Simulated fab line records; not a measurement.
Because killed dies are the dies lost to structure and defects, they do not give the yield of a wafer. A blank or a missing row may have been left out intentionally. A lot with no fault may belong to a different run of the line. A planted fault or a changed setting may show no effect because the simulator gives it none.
fab line records ; flow rit-cmos
[record] lots = 5; wafers = 23
route steps=202 shown NWELL@29 PWELL@47 WELLDRIVE@50 NRETRO@54 PRETRO@65 GATE@89 PLDD@122
start-h: hours from the record's opening day to when the first of the lot's shown wafers began ; wait-h: how many hours have passed since the lot's step before this one ; " identical to the entry in the row above ; L1.1+2: a single row standing in for several wafers ; - either no value or no given start ; * or withheld: withheld ; < > ~ a bound
route shown NAME@n: a module of which the file shows steps, and the number in the route of the first ; usual: mean and standard deviation over wafers with no fault ; same: alike in all rows ; chamber/n: place in a boat ; sites: the reading at each site ; _std_site: the values' standard deviation ; _edge_site: outer sites' mean less inner sites' ; radius-mm: how far each site lies from the wafer's centre ; mask NAME#n: copy n ; behind: the most recent tool/chamber to have shaped the wafer ; hold: what put the lot on hold/how long, in hours/how the hold closed ; device: transistor that didn't switch, given as n, p or np ; end of line: the route-end tests of the same wafers ; a step with no rows: only its recipe ; killed: dies lost to structure and defects at the first sort, not the wafer's yield ; map: per-die view of a wafer (x killed, . not killed, _ where there is no die)
set.NAME: the setting as run; set.NAME@STEP: as run at that earlier step ; model.NAME: the simulator's own value behind a step, which no gauge read
one table per step and one row per wafer, for lots whose settings were changed on purpose
[[steps]]
[step RIT_NWELL_COAT_01]
[recipe] resist = NOVOLAK; spin-rpm = 2000; resist-thk-nm = 1300
lot.wafer;tool;chamber;start-h;wait-h;set.resist-thk-nm;model.NOVOLAK_of_NWELL_COAT_01.thk-nm
L074.1;litho-track-04;0;19.53;0.1;1300;1301
L074.2+5;litho-track-04;0;19.53;0.1;1258;1261
L074.3;litho-track-04;0;19.53;0.1;1258;1258
L074.6;litho-track-04;0;19.53;0.1;1300;1306
L076.1;litho-track-04;0;29.53;0.1;1320;1322
L076.2;litho-track-04;0;29.53;0.1;1320;1318
L076.3;litho-track-04;0;29.53;0.1;1320;1323
L076.4;litho-track-04;0;29.53;0.1;1300;1301
L076.6;litho-track-04;0;29.53;0.1;1300;1300
L080.1;litho-track-04;0;51.31;0.1;1300;1294
L080.2;litho-track-04;0;51.31;0.1;1300;1297
L080.3;litho-track-04;0;51.31;0.1;1300;1299
L080.5+6;litho-track-04;0;51.31;0.1;1249;1244
L084.1+3;litho-track-04;0;72.08;0.1;1300;1299
L084.4;litho-track-04;0;72.08;0.1;1300;1306
L084.5;litho-track-04;0;72.08;0.1;1300;1302
L084.6;litho-track-04;0;72.08;0.1;1300;1303
L085.2;litho-track-04;0;74.74;0.1;1300;1295
L085.4;litho-track-04;0;74.74;0.1;1300;1294
L085.6;litho-track-04;0;74.74;0.1;1300;1299
[step RIT_NWELL_SOFTBAKE_02]
[recipe] resist = NOVOLAK; temp-c = 90; time-s = 60
[step RIT_NWELL_EXPOSE_03]
[recipe] mask-id = M2; na = 0.57; target-cd-nm = 43900; dose-mj = 250
[step RIT_NWELL_DEVELOP_05]
[recipe] resist = NOVOLAK; develop-time-s = 68; dev-temp-c = 23
[step RIT_NWELL_HARDBAKE_07]
[recipe] resist = NOVOLAK; temp-c = 140; time-s = 120
lot.wafer;tool;chamber;start-h;wait-h;set.resist-thk-nm@NWELL_COAT_01;model.NOVOLAK_of_NWELL_COAT_01.thk-nm
L074.1;litho-track-02;0;20.42;0.0;1300;1138
L074.2;litho-track-02;0;20.42;0.0;1258;1104
L074.3;litho-track-02;0;20.42;0.0;1258;1101
L074.5;litho-track-02;0;20.42;0.0;1258;1103
L074.6;litho-track-02;0;20.42;0.0;1300;1142
L076.1;litho-track-04;0;30.30;0.0;1320;1156
L076.2;litho-track-04;0;30.30;0.0;1320;1153
L076.3;litho-track-04;0;30.30;0.0;1320;1157
L076.4;litho-track-04;0;30.30;0.0;1300;1138
L076.6;litho-track-04;0;30.30;0.0;1300;1137
L080.1;litho-track-02;0;52.07;0.0;1300;1132
L080.2;litho-track-02;0;52.07;0.0;1300;1134
L080.3;litho-track-02;0;52.07;0.0;1300;1136
L080.5+6;litho-track-02;0;52.07;0.0;1249;1089
L084.1+3;litho-track-04;0;73.14;0.0;1300;1136
L084.4;litho-track-04;0;73.14;0.0;1300;1142
L084.5;litho-track-04;0;73.14;0.0;1300;1139
L084.6;litho-track-04;0;73.14;0.0;1300;1140
L085.2;litho-track-04;0;75.65;0.1;1300;1133
L085.4;litho-track-04;0;75.65;0.1;1300;1132
L085.6;litho-track-04;0;75.65;0.1;1300;1136
[step RIT_NWELL_IMPLANT_08]
[recipe] species = P; energy-kev = 170; dose-cm2 = 5e+13; tilt-deg = 7
lot.wafer;tool;chamber;start-h;wait-h;set.dose-cm2
L074.1+3+6;implanter-01;0;20.67;0.2;4.686e+13
L074.2+5;implanter-01;0;20.67;0.2;5e+13
L076.1+3+6;implanter-03;0;30.55;0.2;5.368e+13
L076.2+4;implanter-03;0;30.55;0.2;5e+13
L080.1+2+6;implanter-03;0;52.32;0.2;4.808e+13
L080.3+5;implanter-03;0;52.32;0.2;5e+13
L084.1+4;implanter-01;0;73.39;0.2;5e+13
L084.3+5+6;implanter-01;0;73.39;0.2;5.124e+13
L085.2+4+6;implanter-03;0;75.88;0.2;5e+13
[step RIT_NWELL_STRIP_09]
[recipe] chemistry = O2; time-s = 180; resist = NOVOLAK; platen-temp-c = withheld; power-w = 500; pressure-mtorr = 4000; o2-flow-sccm = 4000
[step RIT_NWELL_TW_MEAS_10]
[usual] NWELL_TW = 2144/7.5
lot.wafer;tool;chamber;start-h;wait-h;set.dose-cm2@NWELL_IMPLANT_08;NWELL_TW
L074.1;film-metro-02;-;20.99;0.1;4.686e+13;2102
L074.2;film-metro-02;-;20.99;0.1;5e+13;2147
L074.3;film-metro-02;-;20.99;0.1;4.686e+13;2101
L074.5;film-metro-02;-;20.99;0.1;5e+13;2154
L074.6;film-metro-02;-;20.99;0.1;4.686e+13;2099
L076.1;film-metro-01;-;30.87;0.1;5.368e+13;2192
L076.2;film-metro-01;-;30.87;0.1;5e+13;2149
L076.3;film-metro-01;-;30.87;0.1;5.368e+13;2172
L076.4;film-metro-01;-;30.87;0.1;5e+13;2133
L076.6;film-metro-01;-;30.87;0.1;5.368e+13;2183
L080.1;film-metro-03;-;52.65;0.1;4.808e+13;2113
L080.2;film-metro-03;-;52.65;0.1;4.808e+13;2120
L080.3;film-metro-03;-;52.65;0.1;5e+13;2133
L080.5;film-metro-03;-;52.65;0.1;5e+13;2136
L080.6;film-metro-03;-;52.65;0.1;4.808e+13;2110
L084.1;film-metro-02;-;73.71;0.1;5e+13;2146
L084.3;film-metro-02;-;73.71;0.1;5.124e+13;2160
L084.4;film-metro-02;-;73.71;0.1;5e+13;2144
L084.5;film-metro-02;-;73.71;0.1;5.124e+13;2157
L084.6;film-metro-02;-;73.71;0.1;5.124e+13;2162
L085.2;film-metro-02;-;76.19;0.1;5e+13;2147
L085.4;film-metro-02;-;76.19;0.1;5e+13;2138
L085.6;film-metro-02;-;76.19;0.1;5e+13;2151
[step RIT_PWELL_IMPLANT_08]
[recipe] species = B; energy-kev = 170; dose-cm2 = 7e+13; tilt-deg = 7
lot.wafer;tool;chamber;start-h;wait-h;set.energy-kev;model.implant.rp-nm;model.implant.drp-nm
L074.1+5;implanter-01;0;22.47;0.2;170;470.6;102.9
L074.2+3+6;implanter-01;0;22.47;0.2;160.1;449.9;100.7
L076.1+2;implanter-01;0;32.23;0.2;170;463.9;102.9
L076.3+4+6;implanter-01;0;32.23;0.2;167.1;457.9;102.3
L080.1+5+6;implanter-02;0;53.87;0.2;166.1;480.7;102.1
L080.2+3;implanter-02;0;53.87;0.2;170;489.2;102.9
L084.1+5;implanter-01;0;75.06;0.2;170;489.8;102.9
L084.3+4+6;implanter-01;0;75.06;0.2;180.1;512.1;104.5
L085.2+4+6;implanter-01;0;77.56;0.2;170;482.1;102.9
[step RIT_PWELL_STRIP_09]
[recipe] chemistry = O2; time-s = 180; resist = NOVOLAK; platen-temp-c = withheld; power-w = 500; pressure-mtorr = 4000; o2-flow-sccm = 4000
[step RIT_WELLDRIVE_ANNEAL_00]
[recipe] temp-c = 1100; time-s = 14700; ambient = N2
[step RIT_WELLDRIVE_RS_MEAS_01]
[recipe] thk-meas-gauge = four-point-probe
[usual] NWELL_RS = 275.6/0.73
lot.wafer;tool;chamber;start-h;wait-h;set.dose-cm2@NWELL_IMPLANT_08;NWELL_RS[ohm/sq]
L074.1;film-metro-01;-;28.45;0.0;4.686e+13;287.4
L074.2;film-metro-01;-;28.45;0.0;5e+13;275.6
L074.3;film-metro-01;-;28.45;0.0;4.686e+13;288.0
L074.5;film-metro-01;-;28.45;0.0;5e+13;276.5
L074.6;film-metro-01;-;28.45;0.0;4.686e+13;287.1
L076.1;film-metro-02;-;37.69;0.0;5.368e+13;263.8
L076.2;film-metro-02;-;37.69;0.0;5e+13;274.9
L076.3;film-metro-02;-;37.69;0.0;5.368e+13;263.7
L076.4;film-metro-02;-;37.69;0.0;5e+13;274.9
L076.6;film-metro-02;-;37.69;0.0;5.368e+13;264.1
L080.1;film-metro-01;-;59.51;0.0;4.808e+13;281.8
L080.2;film-metro-01;-;59.51;0.0;4.808e+13;281.6
L080.3;film-metro-01;-;59.51;0.0;5e+13;275.0
L080.5;film-metro-01;-;59.51;0.0;5e+13;275.0
L080.6;film-metro-01;-;59.51;0.0;4.808e+13;281.3
L084.1;film-metro-03;-;80.53;0.0;5e+13;276.0
L084.3;film-metro-03;-;80.53;0.0;5.124e+13;272.3
L084.4;film-metro-03;-;80.53;0.0;5e+13;276.4
L084.5;film-metro-03;-;80.53;0.0;5.124e+13;272.6
L084.6;film-metro-03;-;80.53;0.0;5.124e+13;271.9
L085.2;film-metro-02;-;83.23;0.0;5e+13;275.6
L085.4;film-metro-02;-;83.23;0.0;5e+13;276.3
L085.6;film-metro-02;-;83.23;0.0;5e+13;275.3
[step RIT_WELLDRIVE_RS_MEAS_02]
[recipe] thk-meas-gauge = four-point-probe
[usual] PWELL_RS = 429.4/1.2
lot.wafer;tool;chamber;start-h;wait-h;set.energy-kev@PWELL_IMPLANT_08;PWELL_RS[ohm/sq]
L074.1;film-metro-01;-;28.57;0.1;170;429.6
L074.2;film-metro-01;-;28.57;0.1;160.1;433.0
L074.3;film-metro-01;-;28.57;0.1;160.1;432.9
L074.5;film-metro-01;-;28.57;0.1;170;429.5
L074.6;film-metro-01;-;28.57;0.1;160.1;432.4
L076.1;film-metro-02;-;37.81;0.1;170;429.4
L076.2;film-metro-02;-;37.81;0.1;170;429.2
L076.3;film-metro-02;-;37.81;0.1;167.1;430.1
L076.4;film-metro-02;-;37.81;0.1;167.1;430.0
L076.6;film-metro-02;-;37.81;0.1;167.1;429.4
L080.1;film-metro-01;-;59.63;0.1;166.1;427.8
L080.2;film-metro-01;-;59.63;0.1;170;427.1
L080.3;film-metro-01;-;59.63;0.1;170;427.2
L080.5;film-metro-01;-;59.63;0.1;166.1;428.4
L080.6;film-metro-01;-;59.63;0.1;166.1;428.9
L084.1;film-metro-03;-;80.65;0.1;170;431.2
L084.3;film-metro-03;-;80.65;0.1;180.1;427.8
L084.4;film-metro-03;-;80.65;0.1;180.1;428.8
L084.5;film-metro-03;-;80.65;0.1;170;430.7
L084.6;film-metro-03;-;80.65;0.1;180.1;428.7
L085.2;film-metro-02;-;83.35;0.1;170;430.8
L085.4;film-metro-02;-;83.35;0.1;170;429.7
L085.6;film-metro-02;-;83.35;0.1;170;430.3
[step RIT_NRETRO_COAT_01]
[recipe] resist = NOVOLAK; spin-rpm = 2000; resist-thk-nm = 1300
lot.wafer;tool;chamber;start-h;wait-h;set.spin-rpm;model.NOVOLAK_of_NRETRO_COAT_01.thk-nm
L074.1;litho-track-01;0;28.84;0.1;1857;1344
L074.2;litho-track-01;0;28.84;0.1;1857;1348
L074.3;litho-track-01;0;28.84;0.1;1857;1350
L074.5;litho-track-01;0;28.84;0.1;2000;1297
L074.6;litho-track-01;0;28.84;0.1;2000;1296
L076.1;litho-track-04;0;38.08;0.1;2040;1285
L076.2;litho-track-04;0;38.08;0.1;2000;1301
L076.3;litho-track-04;0;38.08;0.1;2000;1299
L076.4;litho-track-04;0;38.08;0.1;2040;1289
L076.6;litho-track-04;0;38.08;0.1;2000;1300
L080.1;litho-track-03;0;59.90;0.1;2000;1306
L080.2;litho-track-03;0;59.90;0.1;2000;1311
L080.3;litho-track-03;0;59.90;0.1;2000;1310
L080.5;litho-track-03;0;59.90;0.1;2000;1304
L080.6;litho-track-03;0;59.90;0.1;2000;1305
L084.1+6;litho-track-04;0;80.92;0.1;2000;1300
L084.3;litho-track-04;0;80.92;0.1;1960;1313
L084.4;litho-track-04;0;80.92;0.1;1960;1315
L084.5;litho-track-04;0;80.92;0.1;2000;1298
L085.2+4;litho-track-03;0;83.63;0.1;2000;1300
L085.6;litho-track-03;0;83.63;0.1;2000;1302
[step RIT_PRETRO_COAT_01]
[recipe] resist = NOVOLAK; spin-rpm = 2000; resist-thk-nm = 1300
lot.wafer;tool;chamber;start-h;wait-h;set.spin-rpm;model.NOVOLAK_of_PRETRO_COAT_01.thk-nm
L074.1;litho-track-02;0;30.63;0.1;2000;1293
L074.2;litho-track-02;0;30.63;0.1;2000;1291
L074.3;litho-track-02;0;30.63;0.1;2074;1274
L074.5;litho-track-02;0;30.63;0.1;2074;1268
L074.6;litho-track-02;0;30.63;0.1;2074;1272
L076.1;litho-track-03;0;39.63;0.1;2000;1309
L076.2+4;litho-track-03;0;39.63;0.1;1869;1356
L076.3;litho-track-03;0;39.63;0.1;1869;1351
L076.6;litho-track-03;0;39.63;0.1;2000;1307
L080.1;litho-track-02;0;61.58;0.1;1901;1335
L080.2;litho-track-02;0;61.58;0.1;2000;1294
L080.3;litho-track-02;0;61.58;0.1;1901;1332
L080.5;litho-track-02;0;61.58;0.1;2000;1298
L080.6;litho-track-02;0;61.58;0.1;1901;1329
L084.1;litho-track-03;0;82.60;0.1;2000;1301
L084.3;litho-track-03;0;82.60;0.1;2000;1303
L084.4;litho-track-03;0;82.60;0.1;2000;1302
L084.5;litho-track-03;0;82.60;0.1;2000;1300
L084.6;litho-track-03;0;82.60;0.1;2000;1304
L085.2;litho-track-02;0;85.18;0.1;2000;1305
L085.4;litho-track-02;0;85.18;0.1;2000;1304
L085.6;litho-track-02;0;85.18;0.1;2000;1302
[step RIT_PRETRO_SOFTBAKE_02]
[recipe] resist = NOVOLAK; temp-c = 90; time-s = 60
[step RIT_PRETRO_EXPOSE_03]
[recipe] mask-id = M5; na = 0.57; target-cd-nm = 43700; dose-mj = 250
[step RIT_PRETRO_DEVELOP_05]
[recipe] resist = NOVOLAK; develop-time-s = 68; dev-temp-c = 23
[step RIT_PRETRO_HARDBAKE_07]
[recipe] resist = NOVOLAK; temp-c = 140; time-s = 120
lot.wafer;tool;chamber;start-h;wait-h;set.spin-rpm@PRETRO_COAT_01;model.NOVOLAK_of_PRETRO_COAT_01.thk-nm
L074.1;litho-track-03;0;31.52;0.0;2000;1131
L074.2;litho-track-03;0;31.52;0.0;2000;1129
L074.3;litho-track-03;0;31.52;0.0;2074;1115
L074.5;litho-track-03;0;31.52;0.0;2074;1109
L074.6;litho-track-03;0;31.52;0.0;2074;1113
L076.1;litho-track-01;0;40.40;0.0;2000;1144
L076.2+4;litho-track-01;0;40.40;0.0;1869;1185
L076.3;litho-track-01;0;40.40;0.0;1869;1181
L076.6;litho-track-01;0;40.40;0.0;2000;1143
L080.1;litho-track-01;0;62.47;0.0;1901;1167
L080.2;litho-track-01;0;62.47;0.0;2000;1132
L080.3;litho-track-01;0;62.47;0.0;1901;1164
L080.5;litho-track-01;0;62.47;0.0;2000;1135
L080.6;litho-track-01;0;62.47;0.0;1901;1161
L084.1;litho-track-02;0;83.49;0.0;2000;1138
L084.3+4;litho-track-02;0;83.49;0.0;2000;1139
L084.5;litho-track-02;0;83.49;0.0;2000;1137
L084.6;litho-track-02;0;83.49;0.0;2000;1141
L085.2+4;litho-track-01;0;86.09;0.1;2000;1141
L085.6;litho-track-01;0;86.09;0.1;2000;1139
[step RIT_PRETRO_IMPLANT_08]
[recipe] species = B; energy-kev = 45; dose-cm2 = 1.2e+13; tilt-deg = 7
lot.wafer;tool;chamber;start-h;wait-h;set.dose-cm2
L074.1+5+6;implanter-02;0;31.77;0.2;1.136e+13
L074.2+3;implanter-02;0;31.77;0.2;1.2e+13
L076.1+4+6;implanter-02;0;40.65;0.2;1.2e+13
L076.2+3;implanter-02;0;40.65;0.2;1.145e+13
L080.1+2+5;implanter-04;0;62.72;0.2;1.2e+13
L080.3+6;implanter-04;0;62.72;0.2;1.284e+13
L084.1+4+5;implanter-02;0;83.74;0.2;1.289e+13
L084.3+6;implanter-02;0;83.74;0.2;1.2e+13
L085.2+4+6;implanter-02;0;86.32;0.2;1.2e+13
[step RIT_PRETRO_STRIP_09]
[recipe] chemistry = O2; time-s = 180; resist = NOVOLAK; platen-temp-c = withheld; power-w = 500; pressure-mtorr = 4000; o2-flow-sccm = 4000
[step RIT_PRETRO_TW_MEAS_10]
[usual] PRETRO_TW = 474/3.1
lot.wafer;tool;chamber;start-h;wait-h;set.dose-cm2@PRETRO_IMPLANT_08;PRETRO_TW
L074.1;film-metro-03;-;32.09;0.1;1.136e+13;466
L074.2;film-metro-03;-;32.09;0.1;1.2e+13;473
L074.3;film-metro-03;-;32.09;0.1;1.2e+13;470
L074.5;film-metro-03;-;32.09;0.1;1.136e+13;467
L074.6;film-metro-03;-;32.09;0.1;1.136e+13;465
L076.1;film-metro-03;-;40.98;0.1;1.2e+13;476
L076.2;film-metro-03;-;40.98;0.1;1.145e+13;468
L076.3;film-metro-03;-;40.98;0.1;1.145e+13;467
L076.4;film-metro-03;-;40.98;0.1;1.2e+13;474
L076.6;film-metro-03;-;40.98;0.1;1.2e+13;474
L080.1;film-metro-04;-;63.04;0.1;1.2e+13;470
L080.2;film-metro-04;-;63.04;0.1;1.2e+13;466
L080.3;film-metro-04;-;63.04;0.1;1.284e+13;476
L080.5;film-metro-04;-;63.04;0.1;1.2e+13;470
L080.6;film-metro-04;-;63.04;0.1;1.284e+13;478
L084.1;film-metro-03;-;84.06;0.1;1.289e+13;487
L084.3;film-metro-03;-;84.06;0.1;1.2e+13;475
L084.4;film-metro-03;-;84.06;0.1;1.289e+13;486
L084.5;film-metro-03;-;84.06;0.1;1.289e+13;486
L084.6;film-metro-03;-;84.06;0.1;1.2e+13;476
L085.2;film-metro-03;-;86.63;0.1;1.2e+13;476
L085.4;film-metro-03;-;86.63;0.1;1.2e+13;474
L085.6;film-metro-03;-;86.63;0.1;1.2e+13;476
[step RIT_GATE_EXPOSE_13]
[recipe] mask-id = M6; na = 0.6; source-shape = conventional; sigma-outer = 0.6; target-cd-nm = 150; dose-mj = 380
lot.wafer;tool;chamber;start-h;wait-h;mask;set.dose-mj
L074.1+5;iline-stepper-02;0;36.14;0.1;M6#0;380
L074.2+3+6;iline-stepper-02;0;36.14;0.1;M6#0;352.6
L076.1+2;iline-stepper-01;0;47.49;0.2;M6#0;380
L076.3+4+6;iline-stepper-01;0;47.49;0.2;M6#0;362.1
L080.1+2;iline-stepper-01;0;67.24;0.2;M6#0;399.1
L080.3+5+6;iline-stepper-01;0;67.24;0.2;M6#0;380
L084.1+3+6;iline-stepper-02;0;88.46;0.2;M6#0;380
L084.4+5;iline-stepper-02;0;88.46;0.2;M6#0;355.8
L085.2+4+6;iline-stepper-02;0;90.74;0.1;M6#0;380
[step RIT_GATE_DEVELOP_15]
[recipe] resist = NOVOLAK; develop-time-s = 50; dev-temp-c = 23
lot.wafer;tool;chamber;start-h;wait-h;set.develop-time-s
L074.1+3+5;litho-track-04;0;-;-;53.75
L074.2+6;litho-track-04;0;-;-;50
L076.1+2+3+4+6;litho-track-01;0;-;-;50
L080.1+2+3+5+6;litho-track-04;0;-;-;50
L084.1+4+6;litho-track-02;0;-;-;56.69
L084.3+5;litho-track-02;0;-;-;50
L085.2+4+6;litho-track-02;0;-;-;50
[step RIT_GATE_CD_MEAS_16]
[recipe] target-cd-nm = 150
[usual] cd-nm = 150.1/2.7
lot.wafer;tool;chamber;start-h;wait-h;set.dose-mj@GATE_EXPOSE_13;set.develop-time-s@GATE_DEVELOP_15;cd-nm
L074.1;cd-sem-01;-;36.54;-;380;53.75;138.5
L074.2;cd-sem-01;-;36.54;-;352.6;50;187.8
L074.3;cd-sem-01;-;36.54;-;352.6;53.75;176.2
L074.5;cd-sem-01;-;36.54;-;380;53.75;139.4
L074.6;cd-sem-01;-;36.54;-;352.6;50;188.7
L076.1;cd-sem-02;-;47.89;-;380;50;145.7
L076.2;cd-sem-02;-;47.89;-;380;50;145.9
L076.3;cd-sem-02;-;47.89;-;362.1;50;172.0
L076.4;cd-sem-02;-;47.89;-;362.1;50;169.4
L076.6;cd-sem-02;-;47.89;-;362.1;50;169.3
L080.1;cd-sem-02;-;67.64;-;399.1;50;121.8
L080.2;cd-sem-02;-;67.64;-;399.1;50;122.1
L080.3;cd-sem-02;-;67.64;-;380;50;147.4
L080.5;cd-sem-02;-;67.64;-;380;50;145.3
L080.6;cd-sem-02;-;67.64;-;380;50;147.4
L084.1;cd-sem-01;-;88.86;-;380;56.69;129.0
L084.3;cd-sem-01;-;88.86;-;380;50;155.3
L084.4;cd-sem-01;-;88.86;-;355.8;56.69;162.8
L084.5;cd-sem-01;-;88.86;-;355.8;50;188.3
L084.6;cd-sem-01;-;88.86;-;380;56.69;132.0
L085.2;cd-sem-02;-;91.14;-;380;50;153.3
L085.4;cd-sem-02;-;91.14;-;380;50;150.6
L085.6;cd-sem-02;-;91.14;-;380;50;152.2
[step RIT_GATE_HARDBAKE_18]
[recipe] resist = NOVOLAK; temp-c = 140; time-s = 60
[step RIT_GATE_ETCH_19]
[recipe] chemistry = SF6/CHF3/O2; time-s = 165; SF6_flow_sccm = 30; CHF3_flow_sccm = 30; O2_flow_sccm = 5; target = poly-Si; pressure-mtorr = 40; rf-w = 160; target-depth-a = 3125; over-etch-frac = 0.25; stop-on = SiO2
lot.wafer;tool;chamber;start-h;wait-h;set.dose-mj@GATE_EXPOSE_13;set.develop-time-s@GATE_DEVELOP_15;model.GATE.cd-nm
L074.1;rie-si-02;1;36.85;0.1;380;53.75;138.1
L074.2;rie-si-02;2;36.85;0.1;352.6;50;187.8
L074.3;rie-si-02;0;36.85;0.1;352.6;53.75;176
L074.5;rie-si-02;0;36.85;0.1;380;53.75;139.2
L074.6;rie-si-02;3;36.85;0.1;352.6;50;188.8
L076.1;rie-si-02;3;48.20;0.1;380;50;145.9
L076.2;rie-si-02;2;48.20;0.1;380;50;145.6
L076.3;rie-si-02;0;48.20;0.1;362.1;50;172
L076.4;rie-si-02;1;48.20;0.1;362.1;50;169.2
L076.6;rie-si-02;2;48.20;0.1;362.1;50;169.1
L080.1;rie-si-02;1;67.95;0.1;399.1;50;121.4
L080.2;rie-si-02;2;67.95;0.1;399.1;50;122
L080.3+6;rie-si-02;3;67.95;0.1;380;50;147.1
L080.5;rie-si-02;1;67.95;0.1;380;50;144.9
L084.1;rie-si-02;2;89.17;0.1;380;56.69;129
L084.3;rie-si-02;1;89.17;0.1;380;50;154.8
L084.4;rie-si-02;0;89.17;0.1;355.8;56.69;163.1
L084.5;rie-si-02;3;89.17;0.1;355.8;50;188.7
L084.6;rie-si-02;2;89.17;0.1;380;56.69;132.1
L085.2;rie-si-01;1;91.43;0.1;380;50;153.1
L085.4;rie-si-01;0;91.43;0.1;380;50;150.4
L085.6;rie-si-01;3;91.43;0.1;380;50;151.9
[step RIT_GATE_STRIP_20]
[recipe] chemistry = O2; time-s = 180; resist = NOVOLAK; platen-temp-c = withheld; power-w = 500; pressure-mtorr = 4000; o2-flow-sccm = 4000
[step RIT_GATE_CD_MEAS_90]
[recipe] target-cd-nm = 150
[usual] cd-nm = 150.0/2.7
lot.wafer;tool;chamber;start-h;wait-h;set.dose-mj@GATE_EXPOSE_13;set.develop-time-s@GATE_DEVELOP_15;cd-nm
L074.1;cd-sem-02;-;37.13;0.1;380;53.75;138.3
L074.2;cd-sem-02;-;37.13;0.1;352.6;50;187.9
L074.3;cd-sem-02;-;37.13;0.1;352.6;53.75;176.2
L074.5;cd-sem-02;-;37.13;0.1;380;53.75;138.9
L074.6;cd-sem-02;-;37.13;0.1;352.6;50;188.7
L076.1;cd-sem-01;-;48.48;0.1;380;50;145.7
L076.2;cd-sem-01;-;48.48;0.1;380;50;145.9
L076.3;cd-sem-01;-;48.48;0.1;362.1;50;172.1
L076.4;cd-sem-01;-;48.48;0.1;362.1;50;169.3
L076.6;cd-sem-01;-;48.48;0.1;362.1;50;169.5
L080.1;cd-sem-02;-;68.23;0.1;399.1;50;121.1
L080.2;cd-sem-02;-;68.23;0.1;399.1;50;121.8
L080.3;cd-sem-02;-;68.23;0.1;380;50;147.6
L080.5;cd-sem-02;-;68.23;0.1;380;50;145.0
L080.6;cd-sem-02;-;68.23;0.1;380;50;147.2
L084.1;cd-sem-01;-;89.45;0.1;380;56.69;129.0
L084.3;cd-sem-01;-;89.45;0.1;380;50;154.9
L084.4;cd-sem-01;-;89.45;0.1;355.8;56.69;163.1
L084.5;cd-sem-01;-;89.45;0.1;355.8;50;188.9
L084.6;cd-sem-01;-;89.45;0.1;380;56.69;132.3
L085.2;cd-sem-01;-;91.73;0.1;380;50;153.1
L085.4;cd-sem-01;-;91.73;0.1;380;50;150.3
L085.6;cd-sem-01;-;91.73;0.1;380;50;151.8
[step RIT_PLDD_IMPLANT_08]
[recipe] species = BF2; energy-kev = 20; dose-cm2 = 9e+14; tilt-deg = 7
lot.wafer;tool;chamber;start-h;wait-h;set.energy-kev;model.implant.rp-nm;model.implant.drp-nm
L074.1+6;implanter-02;0;42.83;0.1;21.15;17.77;10.14
L074.2+3+5;implanter-02;0;42.83;0.1;20;17.02;9.752
L076.1+3+6;implanter-03;0;54.14;0.1;20;16.64;9.752
L076.2+4;implanter-03;0;54.14;0.1;18.98;15.98;9.399
L080.1+2+3+5+6;implanter-03;0;74.12;0.1;20;17.13;9.752
L084.1+3+5;implanter-01;0;95.35;0.1;21.14;18.24;10.14
L084.4+6;implanter-01;0;95.35;0.1;20;17.47;9.752
L085.2+4+6;implanter-03;0;97.33;0.1;20;17.1;9.752
[[key]]
[split] step = RIT_NWELL_COAT_01; setting = resist-thk-nm; stated = 1300; by = wafer
[response] step = RIT_NWELL_COAT_01; reading = model.NOVOLAK_of_NWELL_COAT_01.thk-nm; change = +13.5; per = 1%; r = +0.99
[response] step = RIT_NWELL_HARDBAKE_07; reading = model.NOVOLAK_of_NWELL_COAT_01.thk-nm; change = +11.6; per = 1%; r = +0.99
[split] step = RIT_NWELL_IMPLANT_08; setting = dose-cm2; stated = 5e+13; by = wafer
[response] step = RIT_NWELL_TW_MEAS_10; reading = NWELL_TW; change = +6.41; per = 1%; r = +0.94
[response] step = RIT_WELLDRIVE_RS_MEAS_01; reading = NWELL_RS; change = -1.64; per = 1%; r = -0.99
[split] step = RIT_PWELL_IMPLANT_08; setting = energy-kev; stated = 170; by = wafer
[response] step = RIT_PWELL_IMPLANT_08; reading = model.implant.rp-nm; change = +3.65; per = 1%; r = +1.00
[response] step = RIT_PWELL_IMPLANT_08; reading = model.implant.drp-nm; change = +0.331; per = 1%; r = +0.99
[response] step = RIT_WELLDRIVE_RS_MEAS_02; reading = PWELL_RS; change = -0.485; per = 1%; r = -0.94
[split] step = RIT_NRETRO_COAT_01; setting = spin-rpm; stated = 2000; by = wafer
[response] step = RIT_NRETRO_COAT_01; reading = model.NOVOLAK_of_NRETRO_COAT_01.thk-nm; change = -7.05; per = 1%; r = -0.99
[split] step = RIT_PRETRO_COAT_01; setting = spin-rpm; stated = 2000; by = wafer
[response] step = RIT_PRETRO_COAT_01; reading = model.NOVOLAK_of_PRETRO_COAT_01.thk-nm; change = -6.89; per = 1%; r = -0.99
[response] step = RIT_PRETRO_HARDBAKE_07; reading = model.NOVOLAK_of_PRETRO_COAT_01.thk-nm; change = -5.93; per = 1%; r = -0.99
[split] step = RIT_PRETRO_IMPLANT_08; setting = dose-cm2; stated = 1.2e+13; by = wafer
[response] step = RIT_PRETRO_TW_MEAS_10; reading = PRETRO_TW; change = +1.32; per = 1%; r = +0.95
[split] step = RIT_GATE_EXPOSE_13; setting = dose-mj; stated = 380; by = wafer
[response] step = RIT_GATE_CD_MEAS_16; reading = cd-nm; change = -5.72; per = 1%; r = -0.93
[response] step = RIT_GATE_ETCH_19; reading = model.GATE.cd-nm; change = -5.75; per = 1%; r = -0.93
[response] step = RIT_GATE_CD_MEAS_90; reading = cd-nm; change = -5.77; per = 1%; r = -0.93
[split] step = RIT_GATE_DEVELOP_15; setting = develop-time-s; stated = 50; by = wafer
[response] step = RIT_GATE_CD_MEAS_16; reading = cd-nm; slope = -1.83; per = 1%; together-with = dose-mj@GATE_EXPOSE_13; explained = 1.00
[response] step = RIT_GATE_ETCH_19; reading = model.GATE.cd-nm; slope = -1.82; per = 1%; together-with = dose-mj@GATE_EXPOSE_13; explained = 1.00
[response] step = RIT_GATE_CD_MEAS_90; reading = cd-nm; slope = -1.82; per = 1%; together-with = dose-mj@GATE_EXPOSE_13; explained = 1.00
[split] step = RIT_PLDD_IMPLANT_08; setting = energy-kev; stated = 20; by = wafer
[response] step = RIT_PLDD_IMPLANT_08; reading = model.implant.rp-nm; change = +0.133; per = 1%; r = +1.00
[response] step = RIT_PLDD_IMPLANT_08; reading = model.implant.drp-nm; change = +0.0682; per = 1%; r = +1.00
